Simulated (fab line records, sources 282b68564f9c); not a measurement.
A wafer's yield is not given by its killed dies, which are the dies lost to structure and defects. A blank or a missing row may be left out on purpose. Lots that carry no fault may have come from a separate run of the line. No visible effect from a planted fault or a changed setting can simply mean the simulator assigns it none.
fab line records + flow rit_cmos
record
- lots=6
- wafers=18
- last_day=7
route steps=202 shown NWELL@35 PWELL@39 WELLDRIVE@50 NRETRO@53 M1@202
lots with no fault: from the same line, run without faults
start_h: hours from the record's opening day to when the first of the lot's shown wafers began + wait_h: hours since the lot's step before + " identical to the entry in the row above + L1.1+2: one row covering several wafers at once + - no value, or no start was given + * or withheld: withheld + < > ~ a bound
route shown NAME@n: NAME is a module with steps in the file, n the number in the route of the first one + usual: mean and standard deviation over wafers with no fault + same: alike in all rows + chamber/n: place in a boat + sites: readings site by site + _std_site: how widely they spread, as a standard deviation + _edge_site: the outer-site mean with the inner-site mean subtracted + radius_mm: how far each site lies from the wafer's centre + mask NAME#n: copy n + behind: the tool/chamber that last shaped the wafer + hold: why the lot went on hold/how many hours it stayed there/how the hold came to an end + device: transistor that didn't switch, given as n, p or np + end of line: the same wafers' tests at the end of the route + where a step has no rows: the recipe by itself + killed: at the first sort, the dies lost to defects and structure; wafer yield is something else + map: per-die view of a wafer (x killed, . not killed, _ where there is no die)
set.NAME: setting as actually run; set.NAME@STEP: the setting as run at that earlier step + model.NAME: the simulator's own value behind a step, which no gauge read
certain route steps with their lots: each step a table, each wafer a row
services: when a tool's chamber went out of use (start_h, in hours from the record's first day, below 0 if earlier), for how many hours, and the reason
## steps
# step RIT_NWELL_HARDBAKE_07
# recipe
- resist=NOVOLAK
- temp_c=140
- time_s=120
# step RIT_NWELL_IMPLANT_08
# recipe
- species=P
- energy_kev=170
- dose_cm2=5e+13
- tilt_deg=7
# step RIT_NWELL_STRIP_09
# recipe
- chemistry=O2
- time_s=180
- resist=NOVOLAK
- platen_temp_c=withheld
- power_w=500
- pressure_mtorr=4000
- o2_flow_sccm=4000
# usual
- drypump_motor_current_A=5.9/0.35
- o2_flow_sccm=4000/11
- rf_refl_power_W=6.4/1.1
| lot.wafer | tool            | chamber | start_h | wait_h | drypump_motor_current_A | o2_flow_sccm | rf_hours_counter_h | rf_refl_power_W |
|-----------|-----------------|---------|---------|--------|-------------------------|--------------|--------------------|-----------------|
| L151.2    | plasma_asher-03 | 1       | 33.25   | 0.1    | 5.7                     | 3988         | 40                 | 7.6             |
| L151.4    | "               | 1       | "       | "      | 5.7                     | 4004         | -                  | 7.7             |
| L151.5    | "               | 0       | "       | "      | 6.4                     | 3988         | -                  | 5.6             |
| L157.1    | plasma_asher-01 | 1       | 63.11   | 0.1    | 6.4                     | 3991         | 39                 | 6.1             |
| L157.2    | "               | 0       | "       | "      | 5.8                     | 3999         | 39                 | 6.8             |
| L157.3    | "               | 0       | "       | "      | 5.8                     | 4006         | -                  | 6.8             |
| L160.1    | plasma_asher-01 | 1       | 79.19   | 0.1    | 6.4                     | 4015         | 41                 | 6.0             |
| L160.3    | "               | 0       | "       | "      | 5.8                     | 3997         | -                  | 6.8             |
| L160.4    | "               | 1       | "       | "      | 6.4                     | 4005         | -                  | 6.0             |
| L161.1    | plasma_asher-03 | 1       | 82.95   | 0.1    | 5.7                     | 4003         | 45                 | 7.7             |
| L161.2    | "               | 0       | "       | "      | 6.4                     | 3999         | 45                 | 5.4             |
| L161.4    | "               | 0       | "       | "      | 6.4                     | 3985         | -                  | 5.5             |
| L163.2    | plasma_asher-03 | 1       | 91.93   | 0.1    | 5.7                     | 3986         | 46                 | 7.7             |
| L163.3    | "               | 0       | "       | "      | 6.4                     | 4000         | -                  | 5.6             |
| L163.5    | "               | 1       | "       | "      | 5.7                     | 3979         | -                  | 7.7             |
| L172.1    | plasma_asher-01 | 0       | 136.32  | 0.1    | 5.8                     | 3992         | 47                 | 6.8             |
| L172.3    | "               | 1       | "       | "      | 6.4                     | 4005         | -                  | 6.1             |
| L172.4    | "               | 0       | "       | "      | 5.8                     | 4024         | -                  | 6.5             |
# step RIT_NWELL_TW_MEAS_10
# usual
- NWELL_TW=2155/25
| lot.wafer | tool          | chamber | start_h | wait_h | NWELL_TW |
|-----------|---------------|---------|---------|--------|----------|
| L151.2    | film_metro-04 | -       | 33.44   | 0.1    | 2148     |
| L151.4    | "             | -       | "       | "      | 2157     |
| L151.5    | "             | -       | "       | "      | 2141     |
| L157.1    | film_metro-01 | -       | 63.29   | 0.1    | 2119     |
| L157.2    | "             | -       | "       | "      | 2115     |
| L157.3    | "             | -       | "       | "      | 2125     |
| L160.1    | film_metro-04 | -       | 79.36   | 0.1    | 2158     |
| L160.3    | "             | -       | "       | "      | 2146     |
| L160.4    | "             | -       | "       | "      | 2164     |
| L161.1    | film_metro-04 | -       | 83.12   | 0.1    | 2143     |
| L161.2    | "             | -       | "       | "      | 2167     |
| L161.4    | "             | -       | "       | "      | 2159     |
| L163.2    | film_metro-01 | -       | 92.12   | 0.1    | 2133     |
| L163.3    | "             | -       | "       | "      | 2127     |
| L163.5    | "             | -       | "       | "      | 2123     |
| L172.1    | film_metro-04 | -       | 136.50  | 0.1    | 2166     |
| L172.3    | "             | -       | "       | "      | 2154     |
| L172.4    | "             | -       | "       | "      | 2172     |
# step RIT_PWELL_HMDS_00
# recipe
- prime_time_s=60
- prime_temp_c=140
# step RIT_PWELL_COAT_01
# recipe
- resist=NOVOLAK
- spin_rpm=2000
- resist_thk_nm=1300
# step RIT_PWELL_SOFTBAKE_02
# recipe
- resist=NOVOLAK
- temp_c=90
- time_s=60
# step RIT_PWELL_EXPOSE_03
# recipe
- mask_id=M3
- na=0.57
- target_cd_nm=43700
- dose_mj=250
# step RIT_PWELL_PEB_04
# recipe
- resist=NOVOLAK
- temp_c=withheld
- time_s=withheld
# step RIT_PWELL_DEVELOP_05
# recipe
- resist=NOVOLAK
- develop_time_s=68
- dev_temp_c=23
# step RIT_PWELL_OVL_MEAS_06
# usual
- PWELL_OVL=-0.1/1.6
| lot.wafer | tool       | chamber | start_h | wait_h | PWELL_OVL[nm] |
|-----------|------------|---------|---------|--------|---------------|
| L151.2    | overlay-01 | -       | 34.50   | -      | -0.3          |
| L151.4    | "          | -       | "       | "      | -0.2          |
| L151.5    | "          | -       | "       | "      | -0.6          |
| L157.1    | overlay-02 | -       | 64.23   | -      | -0.8          |
| L157.2    | "          | -       | "       | "      | -0.7          |
| L157.3    | "          | -       | "       | "      | -1.3          |
| L160.1    | overlay-02 | -       | 80.30   | -      | 1.4           |
| L160.3    | "          | -       | "       | "      | 1.6           |
| L160.4    | "          | -       | "       | "      | 1.6           |
| L161.1    | overlay-02 | -       | 84.19   | -      | -1.7          |
| L161.2    | "          | -       | "       | "      | -2.1          |
| L161.4    | "          | -       | "       | "      | -2.0          |
| L163.2    | overlay-01 | -       | 93.05   | -      | 0.5           |
| L163.3    | "          | -       | "       | "      | -0.1          |
| L163.5    | "          | -       | "       | "      | 0.3           |
| L172.1    | overlay-02 | -       | 137.44  | -      | 0.7           |
| L172.3    | "          | -       | "       | "      | -2.3          |
| L172.4    | "          | -       | "       | "      | 0.1           |
# step RIT_PWELL_HARDBAKE_07
# recipe
- resist=NOVOLAK
- temp_c=140
- time_s=120
# step RIT_PWELL_IMPLANT_08
# recipe
- species=B
- energy_kev=170
- dose_cm2=7e+13
- tilt_deg=7
# usual
- beam_energy_keV=170.01/0.053
| lot.wafer | tool         | chamber | start_h | wait_h | beam_energy_keV | model.implant.rp_nm | model.implant.drp_nm |
|-----------|--------------|---------|---------|--------|-----------------|---------------------|----------------------|
| L151.2    | implanter-02 | 0       | 34.80   | 0.2    | 170.03          | 488.4               | 102.9                |
| L151.4    | "            | 0       | "       | "      | 170.00          | 488.4               | 102.9                |
| L151.5    | "            | 0       | "       | "      | 170.02          | 488.4               | 102.9                |
| L157.1    | implanter-04 | 0       | 64.51   | 0.2    | 169.95          | 482.3               | 102.9                |
| L157.2    | "            | 0       | "       | "      | 169.94          | 482.3               | 102.9                |
| L157.3    | "            | 0       | "       | "      | 169.92          | 482.3               | 102.9                |
| L160.1    | implanter-04 | 0       | 80.59   | 0.2    | 119.02          | 380                 | 89.74                |
| L160.3    | "            | 0       | "       | "      | 118.98          | 380                 | 89.74                |
| L160.4    | "            | 0       | "       | "      | 118.98          | 380                 | 89.74                |
| L161.1    | implanter-04 | 0       | 84.47   | 0.2    | 119.00          | 370.6               | 89.74                |
| L161.2    | "            | 0       | "       | "      | 119.09          | 370.6               | 89.74                |
| L161.4    | "            | 0       | "       | "      | 119.00          | 370.6               | 89.74                |
| L163.2    | implanter-01 | 0       | 93.36   | 0.2    | 169.99          | 503.3               | 102.9                |
| L163.3    | "            | 0       | "       | "      | 169.95          | 503.3               | 102.9                |
| L163.5    | "            | 0       | "       | "      | 169.98          | 503.3               | 102.9                |
| L172.1    | implanter-01 | 0       | 137.72  | 0.2    | 170.04          | 477.5               | 102.9                |
| L172.3    | "            | 0       | "       | "      | 169.98          | 477.5               | 102.9                |
| L172.4    | "            | 0       | "       | "      | 170.00          | 477.5               | 102.9                |
# step RIT_PWELL_STRIP_09
# recipe
- chemistry=O2
- time_s=180
- resist=NOVOLAK
- platen_temp_c=withheld
- power_w=500
- pressure_mtorr=4000
- o2_flow_sccm=3831
# usual
- drypump_motor_current_A=5.9/0.37
- o2_flow_sccm=3832/13
- rf_refl_power_W=6.9/1.3
| lot.wafer | tool            | chamber | start_h | wait_h | drypump_motor_current_A | o2_flow_sccm | rf_hours_counter_h | rf_refl_power_W |
|-----------|-----------------|---------|---------|--------|-------------------------|--------------|--------------------|-----------------|
| L151.2    | plasma_asher-04 | 0       | 34.93   | 0.1    | 5.6                     | 3850         | 38                 | 7.3             |
| L151.4    | "               | 0       | "       | "      | 5.6                     | 3844         | -                  | 7.4             |
| L151.5    | "               | 0       | "       | "      | 5.6                     | 3839         | -                  | 7.3             |
| L157.1    | plasma_asher-04 | 1       | 64.66   | 0.1    | 6.4                     | 3844         | 42                 | 8.0             |
| L157.2    | "               | 0       | "       | "      | 5.6                     | 3836         | 42                 | 7.5             |
| L157.3    | "               | 0       | "       | "      | 5.6                     | 3834         | -                  | 7.2             |
| L160.1    | plasma_asher-03 | 1       | 80.74   | 0.1    | 5.7                     | 3842         | 45                 | 7.6             |
| L160.3    | "               | 0       | "       | "      | 6.4                     | 3815         | -                  | 5.8             |
| L160.4    | "               | 1       | "       | "      | 5.7                     | 3842         | -                  | 7.6             |
| L161.1    | plasma_asher-03 | 1       | 84.62   | 0.1    | 5.7                     | 3838         | 46                 | 7.7             |
| L161.2    | "               | 0       | "       | "      | 6.4                     | 3811         | 46                 | 5.5             |
| L161.4    | "               | 0       | "       | "      | 6.4                     | 3800         | -                  | 5.3             |
| L163.2    | plasma_asher-04 | 0       | 93.48   | 0.1    | 5.6                     | 3829         | 45                 | 7.4             |
| L163.3    | "               | 0       | "       | "      | 5.6                     | 3836         | -                  | 7.4             |
| L163.5    | "               | 1       | "       | "      | 6.4                     | 3823         | -                  | 8.1             |
| L172.1    | plasma_asher-02 | 1       | 137.87  | 0.1    | 5.5                     | 3833         | 37                 | 4.5             |
| L172.3    | "               | 0       | "       | "      | 5.6                     | 3841         | -                  | 7.9             |
| L172.4    | "               | 1       | "       | "      | 5.5                     | 3840         | -                  | 4.7             |
# step RIT_PWELL_TW_MEAS_10
# usual
- PWELL_TW=960/10
| lot.wafer | tool          | chamber | start_h | wait_h | PWELL_TW |
|-----------|---------------|---------|---------|--------|----------|
| L151.2    | film_metro-01 | -       | 35.11   | 0.1    | 943      |
| L151.4    | "             | -       | "       | "      | 942      |
| L151.5    | "             | -       | "       | "      | 944      |
| L157.1    | film_metro-04 | -       | 64.84   | 0.1    | 958      |
| L157.2    | "             | -       | "       | "      | 960      |
| L157.3    | "             | -       | "       | "      | 956      |
| L160.1    | film_metro-04 | -       | 80.92   | 0.1    | 934      |
| L160.3    | "             | -       | "       | "      | 937      |
| L160.4    | "             | -       | "       | "      | 937      |
| L161.1    | film_metro-02 | -       | 84.80   | 0.1    | 949      |
| L161.2    | "             | -       | "       | "      | 946      |
| L161.4    | "             | -       | "       | "      | 947      |
| L163.2    | film_metro-01 | -       | 93.67   | 0.1    | 939      |
| L163.3    | "             | -       | "       | "      | 945      |
| L163.5    | "             | -       | "       | "      | 941      |
| L172.1    | film_metro-02 | -       | 138.05  | 0.1    | 963      |
| L172.3    | "             | -       | "       | "      | 969      |
| L172.4    | "             | -       | "       | "      | 969      |
# step RIT_WELLDRIVE_ANNEAL_00
# recipe
- temp_c=1100
- time_s=14700
- ambient=N2
# step RIT_WELLDRIVE_RS_MEAS_01
# recipe
- thk_meas_gauge=four-point-probe
# usual
- NWELL_RS=275.6/0.66
| lot.wafer | tool          | chamber | start_h | wait_h | NWELL_RS[ohm/sq] |
|-----------|---------------|---------|---------|--------|------------------|
| L151.2    | film_metro-02 | -       | 40.74   | 0.0    | 277.8            |
| L151.4    | "             | -       | "       | "      | 276.5            |
| L151.5    | "             | -       | "       | "      | 276.6            |
| L157.1    | film_metro-04 | -       | 70.32   | 0.0    | 274.6            |
| L157.2    | "             | -       | "       | "      | 275.6            |
| L157.3    | "             | -       | "       | "      | 274.9            |
| L160.1    | film_metro-02 | -       | 86.37   | 0.0    | 276.4            |
| L160.3    | "             | -       | "       | "      | 275.5            |
| L160.4    | "             | -       | "       | "      | 275.0            |
| L161.1    | film_metro-01 | -       | 90.65   | 0.0    | 276.5            |
| L161.2    | "             | -       | "       | "      | 276.3            |
| L161.4    | "             | -       | "       | "      | 276.3            |
| L163.2    | film_metro-04 | -       | 98.82   | 0.0    | 274.8            |
| L163.3    | "             | -       | "       | "      | 274.6            |
| L163.5    | "             | -       | "       | "      | 275.5            |
| L172.1    | film_metro-01 | -       | 143.58  | 0.0    | 276.1            |
| L172.3    | "             | -       | "       | "      | 276.4            |
| L172.4    | "             | -       | "       | "      | 276.2            |
# step RIT_WELLDRIVE_RS_MEAS_02
# recipe
- thk_meas_gauge=four-point-probe
# usual
- PWELL_RS=429.7/1.2
| lot.wafer | tool          | chamber | start_h | wait_h | PWELL_RS[ohm/sq] |
|-----------|---------------|---------|---------|--------|------------------|
| L151.2    | film_metro-02 | -       | 40.86   | 0.1    | 429.0            |
| L151.4    | "             | -       | "       | "      | 429.3            |
| L151.5    | "             | -       | "       | "      | 429.6            |
| L157.1    | film_metro-04 | -       | 70.44   | 0.1    | 430.3            |
| L157.2    | "             | -       | "       | "      | 429.0            |
| L157.3    | "             | -       | "       | "      | 429.9            |
| L160.1    | film_metro-02 | -       | 86.49   | 0.1    | 444.0            |
| L160.3    | "             | -       | "       | "      | 443.4            |
| L160.4    | "             | -       | "       | "      | 444.8            |
| L161.1    | film_metro-01 | -       | 90.77   | 0.1    | 444.3            |
| L161.2    | "             | -       | "       | "      | 445.3            |
| L161.4    | "             | -       | "       | "      | 442.9            |
| L163.2    | film_metro-04 | -       | 98.94   | 0.1    | 426.8            |
| L163.3    | "             | -       | "       | "      | 427.9            |
| L163.5    | "             | -       | "       | "      | 427.7            |
| L172.1    | film_metro-01 | -       | 143.70  | 0.1    | 432.8            |
| L172.3    | "             | -       | "       | "      | 432.6            |
| L172.4    | "             | -       | "       | "      | 431.8            |
# step RIT_NRETRO_HMDS_00
# recipe
- prime_time_s=60
- prime_temp_c=140
# step RIT_M1_PROBE_99
# usual
- killed_at_front_end=6.3/2.9
- killed_dies=6.4/2.8
- killed_open=3.3/2
- killed_short=3.1/2
# same
- gross_dies=264
- killed_at_M0_to_M3=0
- killed_at_M4_up=0
- killed_at_back_side=0
- killed_at_contacts=0
- killed_at_other=0
| lot.wafer | tool      | chamber | start_h | wait_h | killed_at_front_end | killed_dies | killed_open | killed_short | model.etest.nmos_0p3.r_on_ohm_um | model.etest.pwell.rs_ohm_sq | model.etest.nmos_turned.drive_ua_um | model.etest.nmos_0p15.drive_ua_um | model.etest.pwell_pinched.rs_ohm_sq | model.etest.nmos_0p3.drive_ua_um | model.etest.nmos_narrow.drive_ua_um | model.etest.retro_edge_nmos.off_log10_a_um |
|-----------|-----------|---------|---------|--------|---------------------|-------------|-------------|--------------|----------------------------------|-----------------------------|-------------------------------------|-----------------------------------|-------------------------------------|----------------------------------|-------------------------------------|--------------------------------------------|
| L151.2    | prober-01 | -       | 69.34   | 0.1    | 6                   | 6           | 4           | 2            | 2156                             | 415.3                       | 328.6                               | 463.9                             | 453.4                               | 220.1                            | 217.4                               | -9.774                                     |
| L151.4    | prober-01 | -       | 69.44   | 0.2    | 3                   | 3           | 3           | 0            | 2189                             | 415.9                       | 330.8                               | 467.2                             | 462.3                               | 219.8                            | 219.3                               | -9.811                                     |
| L151.5    | prober-01 | -       | 69.49   | 0.2    | 3                   | 3           | 2           | 1            | 2197                             | 417.4                       | 325.7                               | 465.2                             | 461.9                               | 219.9                            | 218.4                               | -9.93                                      |
| L157.1    | prober-01 | -       | 101.65  | 0.1    | 9                   | 9           | 3           | 6            | 2158                             | 422                         | 328.7                               | 464.7                             | 461.3                               | 221.5                            | 214.1                               | -9.785                                     |
| L157.2    | prober-01 | -       | 101.70  | 0.1    | 6                   | 6           | 3           | 3            | 2197                             | 423.2                       | 331.6                               | 462.5                             | 471.1                               | 219.8                            | 214.9                               | -9.887                                     |
| L157.3    | prober-01 | -       | 101.75  | 0.2    | 9                   | 9           | 2           | 7            | 2147                             | 418.9                       | 335.6                               | 474.3                             | 459.8                               | 223.6                            | 222.1                               | -9.725                                     |
| L160.1    | prober-01 | -       | 116.54  | 0.1    | 8                   | 8           | 3           | 5            | 2151                             | 454.7                       | 318.4                               | 467.4                             | 470.4                               | 222                              | 229.3                               | -10.16                                     |
| L160.3    | prober-01 | -       | 116.64  | 0.2    | 6                   | 6           | 3           | 3            | 2186                             | 458.3                       | 312.1                               | 450.4                             | 476.7                               | 217.7                            | 225.2                               | -10.51                                     |
| L160.4    | prober-01 | -       | 116.69  | 0.2    | 6                   | 6           | 3           | 3            | 2169                             | 462.7                       | 308.3                               | 453.8                             | 470.5                               | 214.1                            | 221.8                               | -10.37                                     |
| L161.1    | prober-02 | -       | 122.94  | 0.1    | 5                   | 5           | 2           | 3            | 2253                             | 471.6                       | 297.1                               | 463.2                             | 478                                 | 213.5                            | 223.4                               | -10.26                                     |
| L161.2    | prober-02 | -       | 122.99  | 0.1    | 8                   | 8           | 4           | 4            | 2209                             | 481.7                       | 304.5                               | 466.1                             | 480.6                               | 212.6                            | 221.6                               | -9.952                                     |
| L161.4    | prober-02 | -       | 123.09  | 0.2    | 6                   | 6           | 3           | 3            | 2256                             | 471                         | 302.4                               | 459                               | 475.1                               | 209.3                            | 215.9                               | -10.26                                     |
| L163.2    | prober-02 | -       | 132.81  | 0.1    | 7                   | 7           | 5           | 2            | 2201                             | 411.4                       | 312.5                               | 445.5                             | 458.5                               | 229                              | 229.6                               | -10.23                                     |
| L163.3    | prober-02 | -       | 132.86  | 0.2    | 1                   | 1           | 1           | 0            | 2154                             | 409.4                       | 307.1                               | 456.6                             | 458.6                               | 234.5                            | 237.8                               | -10.2                                      |
| L163.5    | prober-02 | -       | 132.96  | 0.2    | 12                  | 12          | 8           | 4            | 2219                             | 410.1                       | 304                                 | 452.2                             | 458.1                               | 228.8                            | 230.8                               | -10.07                                     |
| L172.1    | prober-01 | -       | 177.79  | 0.1    | 11                  | 11          | 4           | 7            | 2209                             | 419.8                       | 315.8                               | 444.7                             | 469.3                               | 222.9                            | 221.8                               | -10.54                                     |
| L172.3    | prober-01 | -       | 177.89  | 0.2    | 5                   | 5           | 4           | 1            | 2199                             | 416.6                       | 304.1                               | 450.9                             | 457.7                               | 220.5                            | 219.9                               | -10.05                                     |
| L172.4    | prober-01 | -       | 177.94  | 0.2    | 8                   | 8           | 5           | 3            | 2223                             | 415.7                       | 307                                 | 450.7                             | 463.5                               | 224.4                            | 220.7                               | -10.38                                     |
# killed by level:class
L151.2 REOX:geometric_particle:open=2 GATE:geometric_particle:open=1 GATE:geometric_particle:short=1 REOX:geometric_particle:short=1 SPACER:geometric_particle:open=1
L151.4 GATE:geometric_particle:open=3
L151.5 FOX1:geometric_particle:open=1 GATE:geometric_particle:short=1 REOX:geometric_particle:open=1
L157.1 SPACER:geometric_particle:short=3 FOX1:geometric_particle:short=2 GATE:geometric_particle:open=2 FOX1:geometric_particle:open=1 GATE:geometric_particle:short=1
L157.2 GATE:geometric_particle:short=2 GATE:geometric_particle:open=2 SPACER:geometric_particle:short=1 SPACER:geometric_particle:open=1
L157.3 SPACER:geometric_particle:short=3 GATE:geometric_particle:short=2 FOX2:geometric_particle:short=1 SPACER:geometric_particle:open=1 SILICIDE:geometric_particle:short=1 SILICIDE:geometric_particle:open=1
L160.1 FOX1:geometric_particle:short=2 FOX2:geometric_particle:short=1 GATE:geometric_particle:open=1 GATE:geometric_particle:short=1 REOX:geometric_particle:open=1 SPACER:geometric_particle:short=1 SPACER:geometric_particle:open=1
L160.3 FOX2:geometric_particle:open=2 GATE:geometric_particle:short=2 FOX2:geometric_particle:short=1 GATE:geometric_particle:open=1
L160.4 SPACER:geometric_particle:open=2 FOX1:geometric_particle:short=1 FOX2:geometric_particle:short=1 GATE:geometric_particle:short=1 GATE:geometric_particle:open=1
L161.1 FOX1:geometric_particle:open=1 FOX1:geometric_particle:short=1 GATE:geometric_particle:open=1 REOX:geometric_particle:short=1 SILICIDE:geometric_particle:short=1
L161.2 REOX:geometric_particle:short=3 FOX1:geometric_particle:open=2 FOX2:geometric_particle:open=1 GATE:geometric_particle:short=1 SILICIDE:geometric_particle:open=1
L161.4 FOX1:geometric_particle:short=2 GATE:geometric_particle:open=2 FOX1:geometric_particle:open=1 GATE:geometric_particle:short=1
L163.2 GATE:geometric_particle:open=3 FOX1:geometric_particle:open=1 FOX1:geometric_particle:short=1 FOX2:geometric_particle:short=1 SILICIDE:geometric_particle:open=1
L163.3 FOX1:geometric_particle:open=1
L163.5 GATE:geometric_particle:short=3 GATE:geometric_particle:open=3 FOX2:geometric_particle:open=2 FOX1:geometric_particle:open=1 FOX1:geometric_particle:short=1 REOX:geometric_particle:open=1 SILICIDE:geometric_particle:open=1
L172.1 GATE:geometric_particle:short=3 SPACER:geometric_particle:short=3 GATE:geometric_particle:open=2 FOX1:geometric_particle:short=1 REOX:geometric_particle:open=1 SILICIDE:geometric_particle:open=1
L172.3 GATE:geometric_particle:open=3 SPACER:geometric_particle:open=1 SILICIDE:geometric_particle:short=1
L172.4 FOX2:geometric_particle:open=2 SILICIDE:geometric_particle:open=2 FOX1:geometric_particle:short=1 FOX2:geometric_particle:short=1 GATE:geometric_particle:open=1 GATE:geometric_particle:short=1
## services
| tool            | chamber | start_h | hours | kind       |
|-----------------|---------|---------|-------|------------|
| plasma_asher-03 | -       | 12.73   | 2.0   | repair     |
| plasma_asher-04 | -       | 21.20   | 1.4   | repair     |
| implanter-02    | -       | 22.27   | 2.7   | repair     |
| implanter-01    | -       | 28.34   | 3.4   | repair     |
| plasma_asher-03 | -       | 32.03   | 0.3   | repair     |
| implanter-01    | -       | 32.32   | 5.6   | pm         |
| plasma_asher-03 | -       | 59.40   | 2.3   | repair     |
| implanter-02    | -       | 97.60   | 2.0   | repair     |
| plasma_asher-04 | -       | 108.75  | 9.0   | pm         |
| plasma_asher-04 | 0       | 108.75  | 9.0   | vent_cycle |
| plasma_asher-04 | 1       | 108.75  | 9.0   | vent_cycle |
| plasma_asher-04 | 0       | 117.75  | -     | clean      |
| plasma_asher-04 | 1       | 117.75  | -     | clean      |
## key
first_sign
- step=RIT_PWELL_IMPLANT_08
- reading=beam_energy_keV
- direction=down
- sigmas=99+
- usual=170.01
- struck=119.01
effect
- step=RIT_PWELL_TW_MEAS_10
- reading=PWELL_TW
- direction=down
- sigmas=1.9
- usual=960
- struck=942
effect
- step=RIT_WELLDRIVE_RS_MEAS_02
- reading=PWELL_RS
- direction=up
- sigmas=12
- usual=429.7
- struck=444.1
model_effect
- step=RIT_PWELL_IMPLANT_08
- value=implant.rp_nm
- without=496
- struck=375.3
model_effect
- step=RIT_M1_PROBE_99
- value=etest.nmos_0p3.r_on_ohm_um
- without=2101
- struck=2204
met_at RIT_PWELL_IMPLANT_08
struck_wafers L160.1,L160.3,L160.4,L161.1,L161.2,L161.4
tester_left_out L160,L161
onset_between 64.51 80.59
fault
- kind=process_parameter_drift
- tool=implanter-04
- chamber=-
- onset_h=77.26
- steps=RIT_PWELL_IMPLANT_08
- channel=energy_kev
- offset=-51
- shape=step
- end_h=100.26
- acts_in=these_recipes_only
- stated=170
# tester_left_out: of these lots the tester's yield and bins aren't shown, on N5 and GAA mostly nor the transistor test; their killed dies are dies lost to structure and defects alone, not to doping, threshold or leakage, so they don't give the yield
